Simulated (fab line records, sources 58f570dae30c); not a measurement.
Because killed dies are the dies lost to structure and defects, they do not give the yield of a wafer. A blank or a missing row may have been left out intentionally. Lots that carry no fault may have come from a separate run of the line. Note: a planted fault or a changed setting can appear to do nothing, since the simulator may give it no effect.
fab line records -- flow berkeley_cmos170
record: lots: 6, wafers: 18, last_day: 11
route steps=331 shown ZERO@9 NWELL@14
lots that met no fault: taken from a fault-free run of the same line
start_h: hours from the record's opening day to when the first of the lot's shown wafers began -- wait_h: hours since the lot's step before -- " as in the row above -- L1.1+2: a single row standing in for several wafers -- - no value present, or no start provided -- * or withheld: withheld -- < > ~ a bound
route shown NAME@n: NAME is a module with steps in the file, n the number in the route of the first one -- usual: mean/standard deviation taken from wafers without a fault -- same: alike in all rows -- chamber/n: place in a boat -- sites: per-site readings -- _std_site: standard deviation across them -- _edge_site: inner sites' mean taken away from outer sites' mean -- radius_mm: how far each site lies from the wafer's centre -- mask NAME#n: copy n -- behind: tool/chamber where the wafer was last shaped -- hold: cause of the lot's hold/its duration in hours/its outcome -- device: which transistor (n, p or np) failed to switch -- end of line: tests run on the same wafers once the route is complete -- a step without rows: its recipe alone -- killed: not the wafer's yield, but the dies lost to structure and defects at the first sort -- map: the dies of a wafer, with x for killed, . for not killed, _ for no die there
set.NAME: the run value of the setting; set.NAME@STEP: its run value at that earlier step -- model.NAME: the simulator's own value behind a step, which no gauge read
a table for each step, a row for each wafer; lots at some steps of the route
services: when a tool's chamber went out of use (start_h, in hours from the record's first day, below 0 if earlier), for how many hours, and the reason
== steps ==
step: UCB170_ZERO_EXPOSE_03
recipe: mask_id: PM_MARKS, na: 0.5, sigma_outer: 0.6, source_shape: conventional, target_cd_nm: 4000, dose_mj: 30
step: UCB170_ZERO_PEB_04
recipe: peb_temp_c: 130, peb_time_s: withheld, resist: KrF
step: UCB170_ZERO_DEVELOP_05
recipe: developer: TMAH, develop_time_s: 45, resist: KrF, dev_temp_c: 21
step: UCB170_ZERO_ETCH_06
recipe: chemistry: CHF3/CF4/Ar, target: SiO2, time_s: 12, pressure_mtorr: 100, rf_w: 500, CHF3_flow_sccm: 50, cf4_flow_sccm: 10, Ar_flow_sccm: 120, over_etch_frac: 1.58
usual: drypump_motor_current_A: 5.8/0.32, oes_product_au: 0.618/0.0085, throttle_valve_pct: 9.27/0.16
lot.wafer,tool,chamber,start_h,wait_h,drypump_motor_current_A,oes_product_au,rf_hours_counter_h,throttle_valve_pct
L338.3,rie_diel-01,1,37.85,-,5.8,0.615,13,9.42
L338.5,rie_diel-01,1,37.85,-,5.8,0.615,-,9.43
L338.6,rie_diel-01,2,37.85,-,5.8,0.618,-,9.35
L339.2,rie_diel-03,3,39.35,-,5.9,0.625,103,9.35
L339.4,rie_diel-03,1,39.35,-,5.7,0.618,115,9.27
L339.5,rie_diel-03,0,39.35,-,6.4,0.616,-,9.45
L342.1,rie_diel-02,3,53.22,-,5.4,0.587,168,9.49
L342.4,rie_diel-02,1,53.22,-,5.8,0.613,96,8.99
L342.6,rie_diel-02,3,53.22,-,5.4,0.600,-,9.50
L343.2,rie_diel-03,2,59.13,-,6.2,0.622,104,8.96
L343.5,rie_diel-03,0,59.13,-,6.4,0.618,-,9.41
L343.6,rie_diel-03,3,59.13,-,5.9,0.614,-,9.34
L346.1,rie_diel-01,2,76.86,-,5.7,0.611,139,9.38
L346.2,rie_diel-01,1,76.86,-,5.8,0.600,15,9.44
L346.4,rie_diel-01,3,76.86,-,5.5,0.622,12,9.23
L352.2,rie_diel-01,1,107.05,-,5.8,0.613,16,9.42
L352.4,rie_diel-01,3,107.05,-,5.4,0.616,-,9.24
L352.5,rie_diel-01,1,107.05,-,5.8,0.609,-,9.42
step: UCB170_ZERO_STRIP_07
recipe: chemistry: O2, power_w: 400, pressure_mtorr: 3500, platen_temp_c: withheld, o2_flow_sccm: 400, overash_fraction: 0.5
usual: drypump_motor_current_A: 5.4/0.33, oes_product_au: 0.728/0.005, strip_time_to_endpoint_s: 21.49/0.06
same: overash_fraction: 0.5
lot.wafer,tool,chamber,start_h,wait_h,drypump_motor_current_A,oes_product_au,rf_hours_counter_h,strip_time_to_endpoint_s
L338.3,plasma_asher-03,1,37.91,0.0,5.6,0.728,-,21.47
L338.5,plasma_asher-03,0,37.91,0.0,5.8,0.731,-,21.48
L338.6,plasma_asher-03,1,37.91,0.0,5.5,0.742,-,21.47
L339.2,plasma_asher-03,0,39.37,0.0,5.8,0.736,32,21.57
L339.4,plasma_asher-03,0,39.37,0.0,5.8,0.735,-,21.46
L339.5,plasma_asher-03,1,39.37,0.0,5.5,0.733,-,21.53
L342.1,plasma_asher-03,0,53.25,0.0,5.8,0.732,33,21.64
L342.4,plasma_asher-03,0,53.25,0.0,5.8,0.734,-,21.55
L342.6,plasma_asher-03,1,53.25,0.0,5.6,0.725,-,21.57
L343.2,plasma_asher-04,0,59.16,0.0,5.8,0.722,32,21.43
L343.5,plasma_asher-04,1,59.16,0.0,5.3,0.725,-,21.43
L343.6,plasma_asher-04,0,59.16,0.0,5.8,0.726,-,21.43
L346.1,plasma_asher-04,1,76.88,0.0,5.4,0.724,34,21.53
L346.2,plasma_asher-04,0,76.88,0.0,5.8,0.722,34,21.46
L346.4,plasma_asher-04,0,76.88,0.0,5.7,0.715,-,21.45
L352.2,plasma_asher-01,0,107.07,0.0,4.9,0.728,37,21.54
L352.4,plasma_asher-01,0,107.07,0.0,4.8,0.734,-,21.53
L352.5,plasma_asher-01,1,107.07,0.0,5.5,0.730,-,21.54
step: UCB170_NWELL_WET_ETCH_00
recipe: chemistry: dHF, dilution: 25:1, target: SiO2, temp_c: 25, time_s: 200
step: UCB170_NWELL_OXIDATION_01
recipe: temp_c: 1000, ambient: O2, target_thk_a: 264, ox_time_s: 1260
step: UCB170_NWELL_THK_MEAS_02
recipe: reads: SiO2_of_NWELL_OXIDATION_01
usual: NWELL_OXIDE_THK: 26.3/0.48
lot.wafer,tool,chamber,start_h,wait_h,NWELL_OXIDE_THK[nm]
L339.2,film_metro-04,-,43.54,0.0,25.7
L339.4,film_metro-04,-,43.54,0.0,25.7
L339.5,film_metro-04,-,43.54,0.0,25.7
L338.3,film_metro-01,-,43.55,0.0,26.1
L338.5,film_metro-01,-,43.55,0.0,26.0
L338.6,film_metro-01,-,43.55,0.0,25.6
L342.1,film_metro-01,-,57.18,0.0,26.3
L342.4,film_metro-01,-,57.18,0.0,25.8
L342.6,film_metro-01,-,57.18,0.0,25.7
L343.2,film_metro-01,-,67.75,0.0,27.2
L343.5,film_metro-01,-,67.75,0.0,27.1
L343.6,film_metro-01,-,67.75,0.0,26.9
L346.1,film_metro-02,-,79.88,0.0,27.4
L346.2,film_metro-02,-,79.88,0.0,26.9
L346.4,film_metro-02,-,79.88,0.0,26.9
L352.2,film_metro-02,-,111.86,0.0,26.1
L352.4,film_metro-02,-,111.86,0.0,26.5
L352.5,film_metro-02,-,111.86,0.0,26.0
step: UCB170_NWELL_ANNEAL_03
recipe: temp_c: 1000, time_s: 900, ambient: N2
step: UCB170_NWELL_CVD_04
recipe: material: Si3N4, target_thk_nm: 224, temp_c: 800, precursor: SiH2Cl2/NH3, time_s: 3360, pressure_mtorr: 200, sih2cl2_flow_sccm: 25, nh3_flow_sccm: 75
step: UCB170_NWELL_THK_MEAS_05
recipe: reads: Si3N4_of_NWELL_CVD_04
usual: NWELL_NITRIDE_THK: 224.3/2
lot.wafer,tool,chamber,start_h,wait_h,NWELL_NITRIDE_THK[nm]
L339.2,film_metro-04,-,51.57,0.0,226.3
L339.4,film_metro-04,-,51.57,0.0,225.2
L339.5,film_metro-04,-,51.57,0.0,226.7
L338.3,film_metro-02,-,51.58,0.0,224.2
L338.5,film_metro-02,-,51.58,0.0,223.2
L338.6,film_metro-02,-,51.58,0.0,226.3
L342.1,film_metro-01,-,66.28,0.0,224.5
L342.4,film_metro-01,-,66.28,0.0,222.8
L342.6,film_metro-01,-,66.28,0.0,224.5
L343.2,film_metro-02,-,77.82,0.0,224.5
L343.5,film_metro-02,-,77.82,0.0,224.6
L343.6,film_metro-02,-,77.82,0.0,225.9
L346.1,film_metro-01,-,84.41,0.0,224.5
L346.2,film_metro-01,-,84.41,0.0,222.4
L346.4,film_metro-01,-,84.41,0.0,222.7
L352.2,film_metro-04,-,119.09,0.0,225.4
L352.4,film_metro-04,-,119.09,0.0,228.3
L352.5,film_metro-04,-,119.09,0.0,225.5
step: UCB170_NWELL_HMDS_06
recipe: prime_time_s: 60, prime_temp_c: 100
step: UCB170_NWELL_COAT_07
recipe: resist: KrF, spin_rpm: 1500, resist_thk_nm: 900
usual: dispense_pressure_kPa: 53.5/1.1, spin_speed_rpm: 1500.2/1.2
lot.wafer,tool,chamber,start_h,wait_h,dispense_pressure_kPa,spin_speed_rpm,model.KrF_of_NWELL_COAT_07.thk_nm
L339.2,litho_track-03,0,51.81,0.1,54.2,1499.2,901.9
L339.4,litho_track-03,0,51.81,0.1,54.2,1501.7,901.6
L339.5,litho_track-03,0,51.81,0.1,54.2,1501.0,901.8
L338.3,litho_track-02,0,51.82,0.1,54.4,1501.7,897.6
L338.5,litho_track-02,0,51.82,0.1,54.3,1502.1,897.8
L338.6,litho_track-02,0,51.82,0.1,54.4,1500.2,898.7
L342.1,litho_track-03,0,66.49,0.1,54.2,1500.4,928.7
L342.4,litho_track-03,0,66.49,0.1,54.2,1499.8,932.2
L342.6,litho_track-03,0,66.49,0.1,54.2,1500.0,931.1
L343.2,litho_track-04,0,78.48,0.1,51.9,1499.9,901.2
L343.5,litho_track-04,0,78.48,0.1,51.9,1499.0,900.4
L343.6,litho_track-04,0,78.48,0.1,51.9,1500.6,901.2
L346.1,litho_track-03,0,84.62,0.1,54.2,1500.2,921.1
L346.2,litho_track-03,0,84.62,0.1,54.2,1498.7,925.4
L346.4,litho_track-03,0,84.62,0.1,54.3,1500.3,924.2
L352.2,litho_track-04,0,119.32,0.1,51.9,1501.3,898.2
L352.4,litho_track-04,0,119.32,0.1,51.9,1502.0,900.6
L352.5,litho_track-04,0,119.32,0.1,51.9,1500.6,899.5
step: UCB170_NWELL_SOFTBAKE_08
recipe: resist: KrF, temp_c: 130, time_s: 60
step: UCB170_NWELL_EXPOSE_09
recipe: mask_id: NWELL, target_cd_nm: 3000, na: 0.5, sigma_outer: 0.6, source_shape: conventional, dose_mj: 25
step: UCB170_NWELL_PEB_10
recipe: peb_temp_c: 130, peb_time_s: withheld, resist: KrF
step: UCB170_NWELL_DEVELOP_11
recipe: developer: TMAH, develop_time_s: 45, resist: KrF, dev_temp_c: 21
step: UCB170_NWELL_OVL_MEAS_12
usual: NWELL_OVL: -5/4.7
lot.wafer,tool,chamber,start_h,wait_h,NWELL_OVL[nm]
L338.3,overlay-01,-,52.81,-,-4
L338.5,overlay-01,-,52.81,-,-6
L338.6,overlay-01,-,52.81,-,-6
L339.2,overlay-02,-,52.87,-,-3
L339.4,overlay-02,-,52.87,-,-7
L339.5,overlay-02,-,52.87,-,-4
L342.1,overlay-02,-,67.66,-,0
L342.4,overlay-02,-,67.66,-,1
L342.6,overlay-02,-,67.66,-,1
L343.2,overlay-02,-,79.48,-,-5
L343.5,overlay-02,-,79.48,-,-1
L343.6,overlay-02,-,79.48,-,-10
L346.1,overlay-01,-,85.55,-,1
L346.2,overlay-01,-,85.55,-,0
L346.4,overlay-01,-,85.55,-,1
L352.2,overlay-01,-,120.21,-,-7
L352.4,overlay-01,-,120.21,-,-7
L352.5,overlay-01,-,120.21,-,0
step: UCB170_NWELL_ETCH_13
recipe: chemistry: CH3F/Ar/O2, target: Si3N4, stop_on: SiO2, CH3F_flow_sccm: 20, Ar_flow_sccm: 50, O2_flow_sccm: 7, pressure_mtorr: 50, rf_w: 450, target_depth_a: 2464, over_etch_frac: 0.1, time_s: 154
usual: drypump_motor_current_A: 5.8/0.32, oes_product_au: 0.943/0.012, throttle_valve_pct: 8.02/0.17
lot.wafer,tool,chamber,start_h,wait_h,drypump_motor_current_A,oes_product_au,rf_hours_counter_h,throttle_valve_pct,model.KrF_of_NWELL_COAT_07.thk_nm
L338.3,rie_diel-04,1,52.84,0.0,5.7,0.939,22,8.04,721.5
L338.5,rie_diel-04,2,52.84,0.0,5.4,0.955,-,7.93,719.1
L338.6,rie_diel-04,1,52.84,0.0,5.8,0.941,-,8.05,725.3
L339.2,rie_diel-03,1,52.90,0.0,5.7,0.944,116,8.10,717.5
L339.4,rie_diel-03,0,52.90,0.0,6.4,0.940,106,8.27,724.4
L339.5,rie_diel-03,3,52.90,0.0,5.8,0.942,-,8.15,725.2
L342.1,rie_diel-03,1,67.70,0.0,5.7,0.936,116,8.10,745.9
L342.4,rie_diel-03,3,67.70,0.0,5.8,0.949,104,8.17,759.4
L342.6,rie_diel-03,0,67.70,0.0,6.4,0.945,-,8.26,756.8
L343.2,rie_diel-02,1,79.51,0.0,5.7,0.934,97,7.80,719.7
L343.5,rie_diel-02,0,79.51,0.0,5.2,0.957,-,8.01,720.1
L343.6,rie_diel-02,1,79.51,0.0,5.8,0.938,-,7.80,720
L346.1,rie_diel-02,2,85.59,0.0,5.6,0.936,33,7.93,739.6
L346.2,rie_diel-02,3,85.59,0.0,5.4,0.965,0,8.28,751.3
L346.4,rie_diel-02,1,85.59,0.0,5.8,0.929,98,7.81,743.2
L352.2,rie_diel-04,1,120.24,0.0,5.7,0.939,26,8.05,724.8
L352.4,rie_diel-04,0,120.24,0.0,5.9,0.929,22,7.83,725.5
L352.5,rie_diel-04,2,120.24,0.0,5.4,0.955,-,7.92,720.8
step: UCB170_NWELL_IMPLANT_14
recipe: species: P, dose_cm2: 1e+13, energy_kev: 150, tilt_deg: 7
step: UCB170_NWELL_STRIP_15
recipe: chemistry: O2, power_w: 400, pressure_mtorr: 3500, platen_temp_c: withheld, o2_flow_sccm: 400, overash_fraction: 0.5
usual: drypump_motor_current_A: 5.5/0.44, oes_product_au: 0.721/0.0046, strip_time_to_endpoint_s: 18.04/0.1
same: overash_fraction: 0.5
lot.wafer,tool,chamber,start_h,wait_h,drypump_motor_current_A,oes_product_au,rf_hours_counter_h,strip_time_to_endpoint_s
L338.3,plasma_asher-02,1,53.12,0.1,6.1,0.722,-,18.02
L338.5,plasma_asher-02,1,53.12,0.1,6.1,0.731,-,17.97
L338.6,plasma_asher-02,0,53.12,0.1,5.7,0.719,-,18.10
L339.2,plasma_asher-01,0,53.15,0.1,4.9,0.715,32,17.93
L339.4,plasma_asher-01,0,53.15,0.1,4.9,0.726,-,18.08
L339.5,plasma_asher-01,0,53.15,0.1,4.9,0.727,-,18.10
L342.1,plasma_asher-03,0,67.95,0.1,5.8,0.723,35,18.61
L342.4,plasma_asher-03,0,67.95,0.1,5.8,0.723,-,18.92
L342.6,plasma_asher-03,1,67.95,0.1,5.6,0.727,-,18.86
L343.2,plasma_asher-01,0,79.77,0.1,4.8,0.716,35,17.98
L343.5,plasma_asher-01,0,79.77,0.1,4.8,0.721,-,17.99
L343.6,plasma_asher-01,1,79.77,0.1,5.5,0.722,-,17.98
L346.1,plasma_asher-01,1,85.84,0.1,5.6,0.722,35,18.46
L346.2,plasma_asher-01,0,85.84,0.1,4.9,0.720,35,18.73
L346.4,plasma_asher-01,1,85.84,0.1,5.5,0.726,-,18.52
L352.2,plasma_asher-01,0,120.49,0.1,4.8,0.714,39,18.10
L352.4,plasma_asher-01,1,120.49,0.1,5.5,0.724,-,18.09
L352.5,plasma_asher-01,0,120.49,0.1,4.9,0.720,-,17.99
step: UCB170_NWELL_TW_MEAS_16
usual: NWELL_TW: 1259/16
lot.wafer,tool,chamber,start_h,wait_h,NWELL_TW
L338.3,film_metro-04,-,53.21,0.1,1248
L338.5,film_metro-04,-,53.21,0.1,1251
L338.6,film_metro-04,-,53.21,0.1,1250
L339.2,film_metro-02,-,53.26,0.1,1256
L339.4,film_metro-02,-,53.26,0.1,1251
L339.5,film_metro-02,-,53.26,0.1,1255
L342.1,film_metro-04,-,68.05,0.1,1247
L342.4,film_metro-04,-,68.05,0.1,1246
L342.6,film_metro-04,-,68.05,0.1,1251
L343.2,film_metro-01,-,79.88,0.1,1275
L343.5,film_metro-01,-,79.88,0.1,1276
L343.6,film_metro-01,-,79.88,0.1,1281
L346.1,film_metro-02,-,85.94,0.1,1244
L346.2,film_metro-02,-,85.94,0.1,1249
L346.4,film_metro-02,-,85.94,0.1,1252
L352.2,film_metro-02,-,120.60,0.1,1246
L352.4,film_metro-02,-,120.60,0.1,1248
L352.5,film_metro-02,-,120.60,0.1,1253
== services ==
tool,chamber,start_h,hours,kind
rie_diel-02,-,19.16,1.4,repair
rie_diel-02,2,39.54,9.6,repair
rie_diel-04,1,46.77,2.3,repair
rie_diel-01,0,53.01,11.6,repair
rie_diel-02,3,58.69,-,clean
rie_diel-02,3,58.69,15.9,scheduled_down
rie_diel-02,3,58.69,15.9,vent_cycle
plasma_asher-03,-,74.18,4.5,repair
rie_diel-01,0,86.50,22.1,repair
rie_diel-02,2,96.82,5.8,repair
rie_diel-04,-,100.18,1.3,repair
plasma_asher-03,-,108.75,9.0,pm
plasma_asher-03,0,108.75,9.0,vent_cycle
plasma_asher-03,1,108.75,9.0,vent_cycle
plasma_asher-03,0,117.75,-,clean
plasma_asher-03,1,117.75,-,clean
rie_diel-02,2,119.55,8.2,repair
== key ==
first_sign: step: UCB170_NWELL_STRIP_15, reading: strip_time_to_endpoint_s, direction: up, sigmas: 6.4, usual: *, struck: *
effect none on later readings
model_effect: step: UCB170_NWELL_COAT_07, value: KrF_of_NWELL_COAT_07.thk_nm, without: 899.6, struck: 927.1
model_effect: step: UCB170_NWELL_ETCH_13, value: KrF_of_NWELL_COAT_07.thk_nm, without: 721.9, struck: 749.4
met_at UCB170_NWELL_COAT_07
struck_wafers L342.1,L342.4,L342.6,L346.1,L346.2,L346.4
sort_left_out L346.1,L346.2,L346.4
tester_left_out L342,L346
onset_between 51.81 66.49
fault: kind: process_parameter_drift, tool: litho_track-03, chamber: -, onset_h: 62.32, steps: UCB170_NWELL_COAT_07, channel: resist_thk_nm, offset: *, shape: step, end_h: 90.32, acts_in: *, stated: *
tester_left_out: of these lots the tester's yield and bins aren't shown, on N5 and GAA mostly nor the transistor test; their killed dies are dies lost to structure and defects alone, not to doping, threshold or leakage, so they don't give the yield
sort_left_out: the simulated sort isn't trusted on such a fault, so these wafers' sort isn't shown, and their yield isn't known
